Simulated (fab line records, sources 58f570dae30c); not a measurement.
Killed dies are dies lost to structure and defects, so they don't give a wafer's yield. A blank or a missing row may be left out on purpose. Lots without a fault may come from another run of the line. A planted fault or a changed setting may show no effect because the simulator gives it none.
Which tool did it? | flow berkeley_cmos170 | 7 lots, 21 wafers sampled, at 2 steps of a route of 331

WHAT THE GAUGES READ, wafer by wafer
UCB170_V2_THK_MEAS_01.
lot  | measured     | on            | V2_TEOS_THK (nm)
L655 | day 7 23:15  | film_metro-01 | 2019 2036 2068
L660 | day 9 06:03  | film_metro-01 | 1975 2003 2036
L661 | day 9 10:04  | film_metro-04 | 2006 2025 1990
L662 | day 9 14:23  | film_metro-01 | 1960 1993 1977
L664 | day 10 15:37 | film_metro-04 | 2153 2210 2146 2154 2210 2148
L673 | day 11 04:14 | film_metro-02 | 1943 1971 2019
L675 | day 12 06:00 | film_metro-01 | 2006 1997 2028

WHICH TOOL RAN EACH LOT (tool, then ch and the chambers of the sampled wafers, then the start)
lot  | UCB170_V2_CVD_00
L655 | pecvd-04 ch 0,2, day 7 23:05
L660 | pecvd-02 ch 0,2, day 9 05:54
L661 | pecvd-02 ch 1,2, day 9 09:55
L662 | pecvd-01 ch 0,1, day 9 14:13
L664 | pecvd-04 ch 0,1,2, day 10 15:26
L673 | pecvd-02 ch 1,2, day 11 04:05
L675 | pecvd-01 ch 0,2, day 12 05:50
- UCB170_V2_CVD_00: deposits SiO2 from TEOS/O2, target thk 2000 nm, time 250 s.

THE ANSWER, worked out from the rows above alone
Rule: what is usual is taken from the lots themselves. Put in order of their means at a reading, lots are off if they are a third of the lots or fewer, leave a main group of 4 or more, and stand apart from it by a gap of 3 or more times the standard deviation of the main group's means; of several such gaps the widest counts. A main group whose means are all the same, to the digits that the tables above print for the reading, isn't used. A lot without any number at a reading at which 4 lots or more have one is off too. The other lots that the step has rows for count as sound.
Off: L664, at UCB170_V2_THK_MEAS_01 (V2_TEOS_THK). The main group: mean 2003 nm, standard deviation 22.
A tool fits if, at a process step before that reading, it ran every lot that is off, and no sound lot after the first of them. The gauges at UCB170_V2_THK_MEAS_01 are tried like those tools. Can't be told from this: 2 tools fit, pecvd-04 at UCB170_V2_CVD_00, film_metro-04 at UCB170_V2_THK_MEAS_01.

WHAT THE SIMULATOR HAD PUT IN
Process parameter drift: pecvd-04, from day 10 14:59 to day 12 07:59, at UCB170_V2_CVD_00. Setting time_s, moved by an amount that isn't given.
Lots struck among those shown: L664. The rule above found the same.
